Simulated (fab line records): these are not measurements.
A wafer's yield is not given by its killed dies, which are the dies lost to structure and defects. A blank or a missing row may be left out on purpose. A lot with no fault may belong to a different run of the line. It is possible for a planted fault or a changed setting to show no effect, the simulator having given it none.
Which tool was responsible?    flow berkeleyCmos170    13 lots with 39 wafers sampled at 3 steps, on a route of 331 steps

WHAT THE GAUGES SHOWED, per wafer
UCB170_START_BOW_MEAS_00.
lot   measured     on            INCOMING_BOW (um)
L638  day 1 10:00  filmMetro-02  -3 5 -2
L640  day 1 20:00  filmMetro-02  -7 -3 3
L641  day 2 01:04  filmMetro-04  1 -6 -8
L643  day 2 11:00  filmMetro-01  -3 4 1
L646  day 3 02:01  filmMetro-02  -7 6 -3
L647  day 3 07:00  filmMetro-02  -4 3 -5
L650  day 3 22:00  filmMetro-04  5 -13 2
L651  day 4 03:01  filmMetro-04  -2 5 5
L652  day 4 08:00  filmMetro-04  6 10 -3
L653  day 4 13:00  filmMetro-01  -7 8 -3
L657  day 5 09:00  filmMetro-02  5 0 -8
L658  day 5 14:00  filmMetro-02  -7 0 6
L659  day 5 19:00  filmMetro-01  -6 16 -15

UCB170_GATE_OVL_MEAS_13.
lot   measured      on          GATE_OVL (nm)
L638  day 7 15:07   overlay-02  -4 -10 -5
L640  day 7 23:28   overlay-01  4 7 11
L641  day 8 07:32   overlay-01  -1 -5 1
L643  day 8 07:25   overlay-02  5 6 2
L646  day 8 20:11   overlay-01  12 5 10
L647  day 8 20:17   overlay-01  -1 -2 4
L650  day 9 20:21   overlay-02  2 2 -5
L651  day 9 20:38   overlay-01  5 6 5
L652  day 10 04:29  overlay-01  -4 -13 -3
L653  day 10 04:15  overlay-02  3 8 6
L657  day 11 02:25  overlay-01  -6 2 -3
L658  day 11 02:13  overlay-02  -2 1 -6
L659  day 11 20:33  overlay-01  6 -4 4

UCB170_M1_CD_MEAS_09: target cd 700 nm.
lot   measured      on        cdNm (nm)
L638  day 8 19:21   cdSem-02  699.7 699.2 700.8
L640  day 9 01:35   cdSem-02  702.5 702.3 702.2
L641  day 9 09:04   cdSem-01  698.9 701.3 699.7
L643  day 9 09:16   cdSem-02  699.2 699.8 699.6
L646  day 10 01:17  cdSem-02  697.8 698.1 697.0
L647  day 10 01:32  cdSem-01  700.1 701.4 700.5
L650  day 10 22:38  cdSem-01  700.8 700.0 699.8
L651  day 10 22:25  cdSem-02  700.2 700.6 699.3
L652  day 11 07:35  cdSem-02  700.8 700.8 701.1
L653  day 11 07:20  cdSem-02  697.7 698.7 698.8
L657  day 12 03:05  cdSem-02  700.5 699.7 701.0
L658  day 12 02:04  cdSem-02  700.1 699.9 699.8
L659  day 13 01:19  cdSem-01  700.7 699.9 699.8

WHAT TOOL EACH LOT RAN ON (gives the tool, then ch and the chambers of the sampled wafers, and finally the start)
No process step before these readings appears in the record.

WHAT THE TOOLS THEMSELVES READ (means of the sampled wafers that have a number; where no wafer has one, the mark that the record gives instead)
The record holds no such reading with a usual standard deviation.

THE ANSWER, worked out from the rows above alone
Rule: usual is defined by the lots themselves. The widest of any qualifying gaps counts: lots, ordered by their means at a reading, are off when they make up no more than a third of the lots, leave a main group of 4 or more, and stand apart from it by 3 or more times the standard deviation of that group's means. A main group is skipped when, at the precision printed for the reading in the tables above, its means are all equal. A lot without any number at a reading at which 4 lots or more have one is off too. Any other lot the step has rows for is counted as sound. First the gauges in route order, then the tools' own readings, where a lot's mean is used as printed above. The first step at which some lot is off is used, and at that step the reading that is off furthest; a lot without a number counts as furthest.
No lot is off at any reading shown: from this, nothing can be told.

WHAT THE SIMULATOR HAD PUT IN
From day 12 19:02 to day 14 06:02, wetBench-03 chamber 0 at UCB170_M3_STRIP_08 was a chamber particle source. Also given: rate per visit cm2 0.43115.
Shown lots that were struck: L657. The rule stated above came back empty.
